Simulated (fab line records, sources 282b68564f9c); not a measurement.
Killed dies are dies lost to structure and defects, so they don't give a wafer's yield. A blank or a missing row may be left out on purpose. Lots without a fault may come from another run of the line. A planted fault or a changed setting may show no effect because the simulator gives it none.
Which tool did it? | flow rit_cmos | 7 lots, 21 wafers sampled, at 2 steps of a route of 202

WHAT THE GAUGES READ, wafer by wafer
RIT_NWELL_TW_MEAS_10.
lot  | measured    | on            | NWELL_TW
L723 | day 3 01:37 | film_metro-01 | 2184 2163 2170
L725 | day 3 10:15 | film_metro-01 | 2160 2175 2178
L727 | day 3 21:39 | film_metro-01 | 2186 2190 2175
L730 | day 4 17:44 | film_metro-02 | 2165 2168 2164
L733 | day 5 01:27 | film_metro-04 | 2140 2133 2125
L737 | day 5 16:55 | film_metro-02 | 1986 1994 2006
L742 | day 6 16:39 | film_metro-04 | 2117 2107 2120

WHICH TOOL RAN EACH LOT (tool, then ch and the chambers of the sampled wafers, then the start)
lot  | RIT_NWELL_IMPLANT_08
L723 | implanter-02 ch 0, day 3 01:19
L725 | implanter-04 ch 0, day 3 09:58
L727 | implanter-04 ch 0, day 3 21:20
L730 | implanter-02 ch 0, day 4 17:25
L733 | implanter-03 ch 0, day 5 01:08
L737 | implanter-02 ch 0, day 5 16:35
L742 | implanter-04 ch 0, day 6 16:21
- RIT_NWELL_IMPLANT_08

THE ANSWER, worked out from the rows above alone
Rule: what is usual is taken from the lots themselves. Put in order of their means at a reading, lots are off if they are a third of the lots or fewer, leave a main group of 4 or more, and stand apart from it by a gap of 3 or more times the standard deviation of the main group's means; of several such gaps the widest counts. A main group whose means are all the same, to the digits that the tables above print for the reading, isn't used. A lot without any number at a reading at which 4 lots or more have one is off too. The other lots that the step has rows for count as sound.
Off: L737, at RIT_NWELL_TW_MEAS_10 (NWELL_TW). The main group: mean 2157, standard deviation 24.
A tool fits if, at a process step before that reading, it ran every lot that is off, and no sound lot after the first of them. The gauges at RIT_NWELL_TW_MEAS_10 are tried like those tools. Can't be told from this: 2 tools fit, implanter-02 at RIT_NWELL_IMPLANT_08, film_metro-02 at RIT_NWELL_TW_MEAS_10.

WHAT THE SIMULATOR HAD PUT IN
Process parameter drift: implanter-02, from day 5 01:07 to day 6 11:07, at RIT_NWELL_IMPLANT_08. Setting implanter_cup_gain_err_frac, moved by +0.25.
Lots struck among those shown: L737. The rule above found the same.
